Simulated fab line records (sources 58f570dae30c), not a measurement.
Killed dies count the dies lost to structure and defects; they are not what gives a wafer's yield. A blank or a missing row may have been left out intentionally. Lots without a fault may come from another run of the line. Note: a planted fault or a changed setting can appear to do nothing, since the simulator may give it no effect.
The same fault as seen by 2 desks :: flow berkeley cmos170 :: what lay behind the numbers comes last; until then each desk has only its own

FROM THE METROLOGY DESK
What the gauges read for every lot (on any tool): the sampled wafers with a number, averaged. The brackets show how far a lot's mean lies from the usual mean; more than 4 standard deviations puts the lot out of limits, marked OUT.
Columns: A = NSD_TW at UCB170_NSD_TW_MEAS_10, usual 4183; B = M1_OVL at UCB170_M1_OVL_MEAS_10, usual -1 nm
lot: L367
first seen here: day 6 21:10
A: 4206
B: 9

lot: L366
first seen here: day 6 21:32
A: 4191
B: 3

lot: L369
first seen here: day 7 06:41
A: 4190
B: 7

lot: L368
first seen here: day 7 07:19
A: 4136
B: -7

lot: L370
first seen here: day 7 19:47
A: 4217
B: 2

lot: L378
first seen here: day 9 13:01
A: 4170
B: -0

lot: L381
first seen here: day 10 05:08
A: 4150
B: -2

lot: L383
first seen here: day 10 09:23
A: 4158
B: -5

lot: L384
first seen here: day 10 21:30
A: 4137
B: -4

lot: L385
first seen here: day 11 07:02
A: 4208
B: 1

lot: L388
first seen here: day 11 11:55
A: 4219
B: -3

lot: L387
first seen here: day 11 17:19
A: 4149
B: -10

lot: L389
first seen here: day 12 02:11
A: 4210
B: -7
This desk found nothing out of limits on any of the 13 lots.

TOOL OWNER'S DESK, rie diel-01
The tool's own readings at UCB170_V1_ETCH_14 (etches SiO2 in CHF3/CF4/Ar, stops on Al, target depth 1250 nm, time 291 s): means of the sampled wafers that have a number, for each lot that ran on this tool. The brackets show how far a lot's mean lies from the usual mean; more than 4 standard deviations puts the lot out of limits, marked OUT.
Columns: A = drypump motor current A at UCB170_V1_ETCH_14, usual 5.7 A; B = oes product au at UCB170_V1_ETCH_14, usual 0.875 a.u.; C = rf fwd power W at UCB170_V1_ETCH_14, usual 698.6 W; D = run length s at UCB170_V1_ETCH_14, usual 319.3 s; E = throttle valve pct at UCB170_V1_ETCH_14, usual 6.85 %
lot: L366
first seen here: day 7 16:49
A: 5.6
B: 0.879
C: 701.2
D: 319.1
E: 6.87

lot: L368
first seen here: day 7 21:43
A: 5.6
B: 0.879
C: 700.0
D: 319.3
E: 6.88

lot: L370
first seen here: day 8 19:38
A: 5.7
B: 0.869
C: 696.2
D: 329.7 (+24) OUT
E: 6.91

lot: L388
first seen here: day 12 02:54
A: 5.9
B: 0.874
C: 700.6
D: 319.7
E: 6.84

lot: L389
first seen here: day 12 22:50
A: 5.9
B: 0.870
C: 698.6
D: 319.5
E: 6.84
Finding of this desk: L370 out of limits; the first was L370 at day 8 19:38, on run length s at UCB170_V1_ETCH_14. L366, L368, L388, L389 stayed within limits.

TAKEN TOGETHER
On L370, at day 8 19:38, an alarm was possible from the tool owner's desk.
At the metrology desk, nothing out of limits was observed.
The metrology desk holds a record of L370, inside its limits.
All the named lots went through UCB170_V1_ETCH_14 on rie diel-01.

WHAT THE SIMULATOR HAD PUT IN
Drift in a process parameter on rie diel-01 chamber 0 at UCB170_V1_ETCH_14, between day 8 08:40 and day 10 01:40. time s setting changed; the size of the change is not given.
Lots struck among those shown: L370.
Time in hours from fault onset to the first out-of-limits reading at each desk: the tool owner's desk, 11.
